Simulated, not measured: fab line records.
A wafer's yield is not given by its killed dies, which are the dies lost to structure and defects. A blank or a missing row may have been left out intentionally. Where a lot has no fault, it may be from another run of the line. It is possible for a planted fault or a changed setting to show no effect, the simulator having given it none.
Which tool was responsible? || flow berkeley_cmos170 || Sampling: 14 lots, 42 wafers, 6 of 331 route steps

WHAT EACH GAUGE READ, for each wafer
UCB170_GATE_THK_MEAS_02. Usual: GATE_OXIDE_THK 6.55 nm, standard deviation 0.11.
{"lot": "L636", "measured": "day 6 18:23", "on": "film_metro-04", "GATE_OXIDE_THK (nm)": "6.50 6.56 6.61", "flag": ""}
{"lot": "L635", "measured": "day 6 18:28", "on": "film_metro-04", "GATE_OXIDE_THK (nm)": "6.42 6.48 6.47", "flag": ""}
{"lot": "L637", "measured": "day 7 07:32", "on": "film_metro-03", "GATE_OXIDE_THK (nm)": "6.56 6.44 6.62", "flag": ""}
{"lot": "L638", "measured": "day 7 07:33", "on": "film_metro-04", "GATE_OXIDE_THK (nm)": "6.51 6.44 6.47", "flag": ""}
{"lot": "L639", "measured": "day 7 20:19", "on": "film_metro-02", "GATE_OXIDE_THK (nm)": "6.37 6.36 6.35", "flag": ""}
{"lot": "L640", "measured": "day 7 20:19", "on": "film_metro-03", "GATE_OXIDE_THK (nm)": "6.51 6.52 6.48", "flag": ""}
{"lot": "L641", "measured": "day 7 20:19", "on": "film_metro-04", "GATE_OXIDE_THK (nm)": "6.47 6.40 6.46", "flag": ""}
{"lot": "L642", "measured": "day 8 18:13", "on": "film_metro-04", "GATE_OXIDE_THK (nm)": "6.64 6.71 6.65", "flag": ""}
{"lot": "L647", "measured": "day 9 06:07", "on": "film_metro-04", "GATE_OXIDE_THK (nm)": "6.61 6.57 6.66", "flag": ""}
{"lot": "L652", "measured": "day 10 12:27", "on": "film_metro-03", "GATE_OXIDE_THK (nm)": "6.53 6.42 6.34", "flag": ""}
{"lot": "L654", "measured": "day 11 03:13", "on": "film_metro-02", "GATE_OXIDE_THK (nm)": "6.66 6.67 6.62", "flag": ""}
{"lot": "L657", "measured": "day 11 13:59", "on": "film_metro-03", "GATE_OXIDE_THK (nm)": "6.52 6.50 6.77", "flag": ""}
{"lot": "L656", "measured": "day 11 14:01", "on": "film_metro-02", "GATE_OXIDE_THK (nm)": "6.52 6.47 6.35", "flag": ""}
{"lot": "L658", "measured": "day 11 21:47", "on": "film_metro-04", "GATE_OXIDE_THK (nm)": "6.61 6.58 6.54", "flag": ""}

UCB170_PLDD_CD_MEAS_06: the cd target is 1200 nm. Usual: 1200.5 nm for cd_nm, sd 1.4.
{"lot": "L636", "measured": "day 7 04:11", "on": "cd_sem-02", "cd_nm (nm)": "1200.6 1200.5 1200.7", "flag": ""}
{"lot": "L635", "measured": "day 7 04:00", "on": "cd_sem-01", "cd_nm (nm)": "1200.8 1201.6 1199.7", "flag": ""}
{"lot": "L637", "measured": "day 7 20:06", "on": "cd_sem-01", "cd_nm (nm)": "1201.9 1200.9 1201.7", "flag": ""}
{"lot": "L638", "measured": "day 7 20:25", "on": "cd_sem-02", "cd_nm (nm)": "1198.7 1198.0 1199.2", "flag": ""}
{"lot": "L639", "measured": "day 8 07:44", "on": "cd_sem-01", "cd_nm (nm)": "1200.6 1199.8 1200.0", "flag": ""}
{"lot": "L640", "measured": "day 8 07:07", "on": "cd_sem-01", "cd_nm (nm)": "1199.3 1198.2 1198.1", "flag": ""}
{"lot": "L641", "measured": "day 8 07:24", "on": "cd_sem-02", "cd_nm (nm)": "1202.1 1202.5 1201.8", "flag": ""}
{"lot": "L642", "measured": "day 9 07:31", "on": "cd_sem-01", "cd_nm (nm)": "1197.8 1197.8 1199.7", "flag": ""}
{"lot": "L647", "measured": "day 9 15:44", "on": "cd_sem-01", "cd_nm (nm)": "1200.7 1201.3 1202.5", "flag": ""}
{"lot": "L652", "measured": "day 10 23:20", "on": "cd_sem-01", "cd_nm (nm)": "1200.1 1200.5 1200.5", "flag": ""}
{"lot": "L654", "measured": "day 11 15:11", "on": "cd_sem-01", "cd_nm (nm)": "1201.2 1200.5 1201.1", "flag": ""}
{"lot": "L657", "measured": "day 11 23:22", "on": "cd_sem-02", "cd_nm (nm)": "1199.3 1199.8 1200.6", "flag": ""}
{"lot": "L656", "measured": "day 11 23:04", "on": "cd_sem-02", "cd_nm (nm)": "1200.3 1201.0 1200.2", "flag": ""}
{"lot": "L658", "measured": "day 12 09:36", "on": "cd_sem-02", "cd_nm (nm)": "1201.7 1201.3 1202.2", "flag": ""}

UCB170_PLDD_OVL_MEAS_07. Usual: PLDD_OVL -3 nm, standard deviation 5.
{"lot": "L636", "measured": "day 7 04:19", "on": "overlay-02", "PLDD_OVL (nm)": "4 -7 4", "flag": ""}
{"lot": "L635", "measured": "day 7 04:05", "on": "overlay-01", "PLDD_OVL (nm)": "-10 -11 -6", "flag": ""}
{"lot": "L637", "measured": "day 7 20:13", "on": "overlay-02", "PLDD_OVL (nm)": "-6 -10 -9", "flag": ""}
{"lot": "L638", "measured": "day 7 20:31", "on": "overlay-01", "PLDD_OVL (nm)": "2 4 8", "flag": ""}
{"lot": "L639", "measured": "day 8 07:52", "on": "overlay-01", "PLDD_OVL (nm)": "-8 -3 -5", "flag": ""}
{"lot": "L640", "measured": "day 8 07:14", "on": "overlay-01", "PLDD_OVL (nm)": "1 -6 -7", "flag": ""}
{"lot": "L641", "measured": "day 8 07:31", "on": "overlay-02", "PLDD_OVL (nm)": "-4 3 -9", "flag": ""}
{"lot": "L642", "measured": "day 9 07:38", "on": "overlay-02", "PLDD_OVL (nm)": "3 -2 5", "flag": ""}
{"lot": "L647", "measured": "day 9 15:49", "on": "overlay-01", "PLDD_OVL (nm)": "-7 3 -7", "flag": ""}
{"lot": "L652", "measured": "day 10 23:26", "on": "overlay-01", "PLDD_OVL (nm)": "8 -7 -2", "flag": ""}
{"lot": "L654", "measured": "day 11 15:18", "on": "overlay-01", "PLDD_OVL (nm)": "-8 -10 -3", "flag": ""}
{"lot": "L657", "measured": "day 11 23:29", "on": "overlay-02", "PLDD_OVL (nm)": "-9 -4 0", "flag": ""}
{"lot": "L656", "measured": "day 11 23:10", "on": "overlay-01", "PLDD_OVL (nm)": "-7 -1 -6", "flag": ""}
{"lot": "L658", "measured": "day 12 09:41", "on": "overlay-02", "PLDD_OVL (nm)": "-2 -5 1", "flag": ""}

UCB170_M3_CD_MEAS_90: the cd target is 700 nm. Usual: 698 nm for cd_nm, sd 3.
{"lot": "L636", "measured": "day 8 20:01", "on": "cd_sem-02", "cd_nm (nm)": "702 702 701", "flag": ""}
{"lot": "L635", "measured": "day 8 20:17", "on": "cd_sem-02", "cd_nm (nm)": "700 700 692", "flag": ""}
{"lot": "L637", "measured": "day 9 06:07", "on": "cd_sem-02", "cd_nm (nm)": "699 698 699", "flag": ""}
{"lot": "L638", "measured": "day 9 08:46", "on": "cd_sem-02", "cd_nm (nm)": "697 691 690", "flag": ""}
{"lot": "L639", "measured": "day 9 17:46", "on": "cd_sem-01", "cd_nm (nm)": "695 696 697", "flag": ""}
{"lot": "L640", "measured": "day 9 16:13", "on": "cd_sem-02", "cd_nm (nm)": "693 699 700", "flag": ""}
{"lot": "L641", "measured": "day 9 17:53", "on": "cd_sem-02", "cd_nm (nm)": "700 698 700", "flag": ""}
{"lot": "L642", "measured": "day 10 18:51", "on": "cd_sem-02", "cd_nm (nm)": "714 716 713", "flag": "OFF"}
{"lot": "L647", "measured": "day 11 05:02", "on": "cd_sem-02", "cd_nm (nm)": "714 717 717", "flag": "OFF"}
{"lot": "L652", "measured": "day 12 10:11", "on": "cd_sem-02", "cd_nm (nm)": "693 696 694", "flag": ""}
{"lot": "L654", "measured": "day 13 04:31", "on": "cd_sem-02", "cd_nm (nm)": "700 699 703", "flag": ""}
{"lot": "L657", "measured": "day 13 14:10", "on": "cd_sem-01", "cd_nm (nm)": "699 698 698", "flag": ""}
{"lot": "L656", "measured": "day 13 13:34", "on": "cd_sem-01", "cd_nm (nm)": "699 700 699", "flag": ""}
{"lot": "L658", "measured": "day 13 21:00", "on": "cd_sem-01", "cd_nm (nm)": "698 696 698", "flag": ""}

TOOL THAT RAN EACH LOT (tool first, then ch and the chambers of the sampled wafers, then the start)
{"lot": "L636", "UCB170_M3_METAL_ETCH_18": "rie_metal-02 ch 0,1, day 8 19:44", "UCB170_M3_STRIP_19": "plasma_asher-01 ch 0,1, day 8 19:55"}
{"lot": "L635", "UCB170_M3_METAL_ETCH_18": "rie_metal-01 ch 0,1, day 8 20:02", "UCB170_M3_STRIP_19": "plasma_asher-01 ch 0,1, day 8 20:11"}
{"lot": "L637", "UCB170_M3_METAL_ETCH_18": "rie_metal-02 ch 0,1, day 9 05:50", "UCB170_M3_STRIP_19": "plasma_asher-03 ch 0, day 9 06:01"}
{"lot": "L638", "UCB170_M3_METAL_ETCH_18": "rie_metal-01 ch 0,1, day 9 08:30", "UCB170_M3_STRIP_19": "plasma_asher-04 ch 0,1, day 9 08:40"}
{"lot": "L639", "UCB170_M3_METAL_ETCH_18": "rie_metal-04 ch 0, day 9 17:29", "UCB170_M3_STRIP_19": "plasma_asher-04 ch 0, day 9 17:40"}
{"lot": "L640", "UCB170_M3_METAL_ETCH_18": "rie_metal-01 ch 0,1, day 9 15:56", "UCB170_M3_STRIP_19": "plasma_asher-04 ch 0,1, day 9 16:07"}
{"lot": "L641", "UCB170_M3_METAL_ETCH_18": "rie_metal-02 ch 0,1, day 9 17:36", "UCB170_M3_STRIP_19": "plasma_asher-01 ch 0, day 9 17:47"}
{"lot": "L642", "UCB170_M3_METAL_ETCH_18": "rie_metal-02 ch 0,1, day 10 18:34", "UCB170_M3_STRIP_19": "plasma_asher-03 ch 0,1, day 10 18:45"}
{"lot": "L647", "UCB170_M3_METAL_ETCH_18": "rie_metal-02 ch 0,1, day 11 04:44", "UCB170_M3_STRIP_19": "plasma_asher-03 ch 0,1, day 11 04:54"}
{"lot": "L652", "UCB170_M3_METAL_ETCH_18": "rie_metal-01 ch 0,1, day 12 09:56", "UCB170_M3_STRIP_19": "plasma_asher-04 ch 0,1, day 12 10:05"}
{"lot": "L654", "UCB170_M3_METAL_ETCH_18": "rie_metal-01 ch 1, day 13 04:14", "UCB170_M3_STRIP_19": "plasma_asher-04 ch 0,1, day 13 04:25"}
{"lot": "L657", "UCB170_M3_METAL_ETCH_18": "rie_metal-04 ch 0,1, day 13 13:52", "UCB170_M3_STRIP_19": "plasma_asher-03 ch 0,1, day 13 14:04"}
{"lot": "L656", "UCB170_M3_METAL_ETCH_18": "rie_metal-01 ch 0,1, day 13 13:19", "UCB170_M3_STRIP_19": "plasma_asher-01 ch 0,1, day 13 13:28"}
{"lot": "L658", "UCB170_M3_METAL_ETCH_18": "rie_metal-01 ch 0,1, day 13 20:43", "UCB170_M3_STRIP_19": "plasma_asher-01 ch 0,1, day 13 20:52"}
- UCB170_M3_METAL_ETCH_18: etches Al in Cl2/BCl3, stops on SiO2, target depth 1170 nm, time 200.3 s.
- UCB170_M3_STRIP_19: strips in O2.

AS READ BY THE TOOLS THEMSELVES (means over the sampled wafers that have a number; for cases with no such wafer, the mark the record gives instead)
UCB170_M3_METAL_ETCH_18. Usual: drypump_motor_current_A 5.8 A, standard deviation 0.53; oes_product_au 0.861 a.u., standard deviation 0.017; throttle_valve_pct 24.39 %, standard deviation 0.047.
{"lot": "L636", "tool": "rie_metal-02", "drypump_motor_current_A (A)": 6.4, "oes_product_au (a.u.)": 0.865, "throttle_valve_pct (%)": 24.39, "flag": ""}
{"lot": "L635", "tool": "rie_metal-01", "drypump_motor_current_A (A)": 5.2, "oes_product_au (a.u.)": 0.864, "throttle_valve_pct (%)": 24.33, "flag": ""}
{"lot": "L637", "tool": "rie_metal-02", "drypump_motor_current_A (A)": 6.3, "oes_product_au (a.u.)": 0.865, "throttle_valve_pct (%)": 24.42, "flag": ""}
{"lot": "L638", "tool": "rie_metal-01", "drypump_motor_current_A (A)": 5.4, "oes_product_au (a.u.)": 0.865, "throttle_valve_pct (%)": 24.39, "flag": ""}
{"lot": "L639", "tool": "rie_metal-04", "drypump_motor_current_A (A)": 5.4, "oes_product_au (a.u.)": 0.870, "throttle_valve_pct (%)": 24.45, "flag": ""}
{"lot": "L640", "tool": "rie_metal-01", "drypump_motor_current_A (A)": 5.3, "oes_product_au (a.u.)": 0.849, "throttle_valve_pct (%)": 24.36, "flag": ""}
{"lot": "L641", "tool": "rie_metal-02", "drypump_motor_current_A (A)": 6.3, "oes_product_au (a.u.)": 0.871, "throttle_valve_pct (%)": 24.40, "flag": ""}
{"lot": "L642", "tool": "rie_metal-02", "drypump_motor_current_A (A)": 6.3, "oes_product_au (a.u.)": 1.029, "throttle_valve_pct (%)": 24.34, "flag": "OFF"}
{"lot": "L647", "tool": "rie_metal-02", "drypump_motor_current_A (A)": 6.3, "oes_product_au (a.u.)": 1.020, "throttle_valve_pct (%)": 24.34, "flag": "OFF"}
{"lot": "L652", "tool": "rie_metal-01", "drypump_motor_current_A (A)": 5.4, "oes_product_au (a.u.)": 0.870, "throttle_valve_pct (%)": 24.38, "flag": ""}
{"lot": "L654", "tool": "rie_metal-01", "drypump_motor_current_A (A)": 5.0, "oes_product_au (a.u.)": 0.857, "throttle_valve_pct (%)": 24.31, "flag": ""}
{"lot": "L657", "tool": "rie_metal-04", "drypump_motor_current_A (A)": 5.4, "oes_product_au (a.u.)": 0.864, "throttle_valve_pct (%)": 24.44, "flag": ""}
{"lot": "L656", "tool": "rie_metal-01", "drypump_motor_current_A (A)": 5.3, "oes_product_au (a.u.)": 0.858, "throttle_valve_pct (%)": 24.35, "flag": ""}
{"lot": "L658", "tool": "rie_metal-01", "drypump_motor_current_A (A)": 5.2, "oes_product_au (a.u.)": 0.857, "throttle_valve_pct (%)": 24.34, "flag": ""}

UCB170_M3_STRIP_19. Usual: drypump_motor_current_A 5.75 A, standard deviation 0.22; oes_product_au 0.517 a.u., standard deviation 0.012.
{"lot": "L636", "tool": "plasma_asher-01", "drypump_motor_current_A (A)": 5.90, "oes_product_au (a.u.)": 0.506, "flag": ""}
{"lot": "L635", "tool": "plasma_asher-01", "drypump_motor_current_A (A)": 5.89, "oes_product_au (a.u.)": 0.530, "flag": ""}
{"lot": "L637", "tool": "plasma_asher-03", "drypump_motor_current_A (A)": 5.71, "oes_product_au (a.u.)": 0.504, "flag": ""}
{"lot": "L638", "tool": "plasma_asher-04", "drypump_motor_current_A (A)": 5.43, "oes_product_au (a.u.)": 0.519, "flag": ""}
{"lot": "L639", "tool": "plasma_asher-04", "drypump_motor_current_A (A)": 5.22, "oes_product_au (a.u.)": 0.533, "flag": ""}
{"lot": "L640", "tool": "plasma_asher-04", "drypump_motor_current_A (A)": 5.65, "oes_product_au (a.u.)": 0.520, "flag": ""}
{"lot": "L641", "tool": "plasma_asher-01", "drypump_motor_current_A (A)": 5.89, "oes_product_au (a.u.)": 0.506, "flag": ""}
{"lot": "L642", "tool": "plasma_asher-03", "drypump_motor_current_A (A)": 5.74, "oes_product_au (a.u.)": 0.720, "flag": "OFF"}
{"lot": "L647", "tool": "plasma_asher-03", "drypump_motor_current_A (A)": 5.78, "oes_product_au (a.u.)": 0.718, "flag": "OFF"}
{"lot": "L652", "tool": "plasma_asher-04", "drypump_motor_current_A (A)": 5.64, "oes_product_au (a.u.)": 0.511, "flag": ""}
{"lot": "L654", "tool": "plasma_asher-04", "drypump_motor_current_A (A)": 5.64, "oes_product_au (a.u.)": 0.531, "flag": ""}
{"lot": "L657", "tool": "plasma_asher-03", "drypump_motor_current_A (A)": 5.77, "oes_product_au (a.u.)": 0.518, "flag": ""}
{"lot": "L656", "tool": "plasma_asher-01", "drypump_motor_current_A (A)": 5.91, "oes_product_au (a.u.)": 0.522, "flag": ""}
{"lot": "L658", "tool": "plasma_asher-01", "drypump_motor_current_A (A)": 5.90, "oes_product_au (a.u.)": 0.525, "flag": ""}

THE ANSWER, worked out from the rows above alone
Rule: a lot is off if the mean of its wafers that have a number lies more than 3 standard deviations from the usual mean. Also off: a lot with no number at a reading for which 4 or more lots have one. All remaining lots with rows at the step are treated as sound. Order of review: gauges by route order, followed by the tools' own readings, for which a lot's mean as printed above is used. At the first step where some lot is off, the reading lying furthest off is the one used; lots without a number count as furthest.
Off: L642, L647 (UCB170_M3_CD_MEAS_90, cd_nm).
A tool fits if, at a process step before that reading, it ran every lot that is off, and no sound lot after the first of them. The gauges at UCB170_M3_CD_MEAS_90 aren't tried: what is off there is off at UCB170_M3_METAL_ETCH_18 too, on other tools, and a gauge's error can't cause that. One candidate fits, namely rie_metal-02 at UCB170_M3_METAL_ETCH_18. A fault onset in the window from L641 (day 9 17:36, its last sound lot) to L642 (day 10 18:34, its first lot off) fits.
The tool's own readings at UCB170_M3_METAL_ETCH_18 bear it out: on the lots that are off they differ by more than 5 times the standard deviation of the sound lots' means. oes_product_au reads 1.024 a.u. there against 0.863 a.u. on the sound lots.

WHAT HAD BEEN PUT IN BY THE SIMULATOR
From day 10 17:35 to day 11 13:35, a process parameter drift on rie_metal-02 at UCB170_M3_METAL_ETCH_18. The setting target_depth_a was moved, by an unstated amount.
Struck lots among those shown: L642, L647. The same result came from the rule above.
